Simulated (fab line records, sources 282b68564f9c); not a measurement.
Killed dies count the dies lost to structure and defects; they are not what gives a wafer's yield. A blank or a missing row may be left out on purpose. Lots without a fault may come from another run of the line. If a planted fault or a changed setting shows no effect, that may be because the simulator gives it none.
Which tool was responsible? -- flow rit cmos -- Sampling: 14 lots, 42 wafers, 5 of 202 route steps

== WHAT THE GAUGES READ, wafer by wafer ==
RIT_ACTIVE_THK_MEAS_02.
lot,measured,on,ACTIVE_OXIDE_THK (nm)
L480,day 1 12:26,film metro-03,46.4 47.0 47.4
L481,day 1 17:04,film metro-04,47.4 47.5 47.1
L482,day 1 22:52,film metro-04,46.1 45.6 46.2
L483,day 2 05:30,film metro-02,48.7 49.5 48.4
L484,day 2 09:01,film metro-02,47.7 47.6 48.2
L485,day 2 14:09,film metro-03,48.4 46.9 47.9
L486,day 2 19:02,film metro-04,46.8 47.3 47.2
L487,day 3 00:14,film metro-03,47.2 47.0 47.5
L488,day 3 04:27,film metro-03,47.7 47.5 46.7
L489,day 3 09:56,film metro-04,47.7 47.1 47.1
L491,day 3 19:03,film metro-03,48.4 47.8 48.1
L496,day 4 20:22,film metro-02,47.4 48.0 47.6
L497,day 5 01:41,film metro-03,38.0 37.9 37.7
L500,day 5 17:21,film metro-02,36.7 36.9 36.5

RIT_ACTIVE_CD_MEAS_90 targets a cd of 1400 nm.
lot,measured,on,cd nm (nm)
L480,day 1 16:17,cd sem-02,1399.6 1398.7 1401.6
L481,day 1 20:02,cd sem-01,1402.1 1400.2 1400.7
L482,day 2 01:50,cd sem-01,1397.4 1397.3 1397.6
L483,day 2 08:39,cd sem-02,1400.6 1397.4 1400.0
L484,day 2 12:07,cd sem-01,1394.6 1396.8 1397.0
L485,day 2 17:08,cd sem-01,1403.4 1400.8 1401.7
L486,day 2 22:00,cd sem-01,1398.1 1398.9 1398.5
L487,day 3 03:15,cd sem-01,1404.0 1402.5 1402.1
L488,day 3 07:33,cd sem-01,1398.4 1400.7 1401.2
L489,day 3 12:54,cd sem-01,1399.4 1398.0 1399.0
L491,day 3 22:28,cd sem-01,1403.6 1402.3 1401.7
L496,day 4 23:32,cd sem-01,1401.4 1401.2 1401.0
L497,day 5 04:47,cd sem-01,1399.0 1402.5 1400.8
L500,day 5 20:23,cd sem-02,1397.1 1396.9 1397.2

RIT_FOX1_THK_MEAS_01.
lot,measured,on,FOX1_OXIDE_THK (nm)
L480,day 1 18:22,film metro-04,370 367 367
L481,day 1 22:29,film metro-01,364 367 369
L482,day 2 07:04,film metro-01,363 365 367
L483,day 2 10:29,film metro-01,357 361 358
L484,day 2 14:32,film metro-04,359 354 360
L485,day 2 20:48,film metro-01,352 363 355
L486,day 3 01:26,film metro-04,352 352 348
L487,day 3 05:04,film metro-03,355 350 354
L488,day 3 10:34,film metro-01,348 354 349
L489,day 3 16:21,film metro-04,341 339 341
L491,day 4 01:41,film metro-04,366 364 361
L496,day 5 03:15,film metro-01,339 348 342
L497,day 5 07:44,film metro-04,352 350 353
L500,day 5 23:02,film metro-01,360 361 361

RIT_PSD_OVL_MEAS_06.
lot,measured,on,PSD_OVL (nm)
L480,day 3 04:02,overlay-02,0.2 -0.8 -0.4
L481,day 3 10:53,overlay-02,-0.4 -1.4 -0.4
L482,day 3 17:32,overlay-01,0.5 1.4 1.2
L483,day 3 20:27,overlay-02,-1.6 -1.4 -0.8
L484,day 4 01:17,overlay-02,1.1 -1.3 -1.3
L485,day 4 08:01,overlay-02,0.6 0.2 0.2
L486,day 4 10:06,overlay-02,-2.8 -1.7 -1.9
L487,day 4 14:52,overlay-01,1.6 0.9 1.1
L488,day 4 23:17,overlay-01,-0.7 0.7 0.8
L489,day 5 07:49,overlay-02,-0.7 -0.4 -0.7
L491,day 5 12:56,overlay-02,-3.7 -2.2 -2.1
L496,day 6 13:20,overlay-02,-2.5 -1.4 -1.4
L497,day 6 17:41,overlay-02,-2.7 -0.4 -0.5
L500,day 7 09:42,overlay-01,-0.7 -0.1 2.2

== EACH LOT AND THE TOOL THAT RAN IT (in order: tool; ch and the chambers of the sampled wafers; start) ==
lot,RIT_ACTIVE_OXIDATION_01
L480,"furnace-01 ch 0, day 1 10:31"
L481,"furnace-04 ch 0, day 1 15:07"
L482,"furnace-01 ch 0, day 1 20:56"
L483,"furnace-04 ch 0, day 2 03:34"
L484,"furnace-04 ch 0, day 2 07:04"
L485,"furnace-01 ch 0, day 2 12:12"
L486,"furnace-03 ch 0, day 2 17:06"
L487,"furnace-01 ch 0, day 2 22:17"
L488,"furnace-03 ch 0, day 3 02:31"
L489,"furnace-04 ch 0, day 3 08:01"
L491,"furnace-03 ch 0, day 3 17:07"
L496,"furnace-01 ch 0, day 4 18:26"
L497,"furnace-03 ch 0, day 4 23:45"
L500,"furnace-03 ch 0, day 5 15:25"
- RIT_ACTIVE_OXIDATION_01: target thk 46.8 nm, ox time 3360 s.

== AS READ BY THE TOOLS THEMSELVES (means over the sampled wafers that have a number; for cases with no such wafer, the mark the record gives instead) ==
RIT_ACTIVE_OXIDATION_01.
lot,tool,spike tc centre C (C),spike tc load C (C),spike tc source C (C),tube center temp C (C),tube_center_temp_C_max
L480,furnace-01,1002.1,1028.7,1026.3,1000,1002.4
L481,furnace-04,1003.2,1026.5,1029.6,1000,1002.4
L482,furnace-01,1001.9,1028.5,1025.7,1000,1002.6
L483,furnace-04,1002.4,1027.0,1029.2,1000,1002.7
L484,furnace-04,1001.6,1027.6,1029.7,1000,1002.3
L485,furnace-01,1003.1,1029.3,1025.4,1000,1002.5
L486,furnace-03,1002.8,1026.7,1024.9,1000,1002.7
L487,furnace-01,1002.1,1030.3,1026.3,1000,1002.5
L488,furnace-03,1002.6,1026.5,1027.2,1000,1002.4
L489,furnace-04,1001.6,1027.4,1030.9,1000,1002.4
L491,furnace-03,1002.7,1026.8,1025.7,1000,1002.5
L496,furnace-01,1002.8,1028.6,1025.6,1000,1002.6
L497,furnace-03,978.3,1001.9,1002.2,976,978.9
L500,furnace-03,978.2,1001.9,1001.0,976,978.7

== THE ANSWER, worked out from the rows above alone ==
Rule: usual is defined by the lots themselves. Put in order of their means at a reading, lots are off if they are a third of the lots or fewer, leave a main group of 4 or more, and stand apart from it by a gap of 3 or more times the standard deviation of the main group's means; of several such gaps the widest counts. A main group is skipped when, at the precision printed for the reading in the tables above, its means are all equal. Also off: a lot with no number at a reading for which 4 or more lots have one. The other lots that the step has rows for count as sound. The gauges are gone through in route order, then the tools' own readings, and for those a lot's mean is taken as printed above. At the first step where some lot is off, the reading lying furthest off is the one used; lots without a number count as furthest.
Off: at RIT_ACTIVE_THK_MEAS_02 (ACTIVE_OXIDE_THK), L497, L500. Main group: mean 47.4 nm, sd 0.67.
A tool fits if, at a process step before that reading, it ran every lot that is off, and no sound lot after the first of them. Not tried: the gauges at RIT_ACTIVE_THK_MEAS_02; whatever is off there is also off at RIT_ACTIVE_OXIDATION_01, on other tools, and gauge error can't account for it. One fits: RIT_ACTIVE_OXIDATION_01 on furnace-03. A fault onset in the window from L491 (day 3 17:07, its last sound lot) to L497 (day 4 23:45, its first lot off) fits.
The tool's own readings at RIT_ACTIVE_OXIDATION_01 bear it out: on the lots that are off they differ by more than 5 times the standard deviation of the sound lots' means. spike tc centre C reads 978.2 C there against 1002.4 C on the sound lots; spike tc load C reads 1001.9 C there against 1027.8 C on the sound lots; spike tc source C reads 1001.6 C there against 1027.2 C on the sound lots; tube center temp C reads 976 C there against 1000 C on the sound lots; tube_center_temp_C_max reads 978.8 there against 1002.5 on the sound lots.

== WHAT THE SIMULATOR PUT IN ==
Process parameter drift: furnace-03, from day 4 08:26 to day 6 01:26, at RIT_ACTIVE_OXIDATION_01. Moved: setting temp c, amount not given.
Shown lots that were struck: L497, L500. The rule given above showed the same thing.
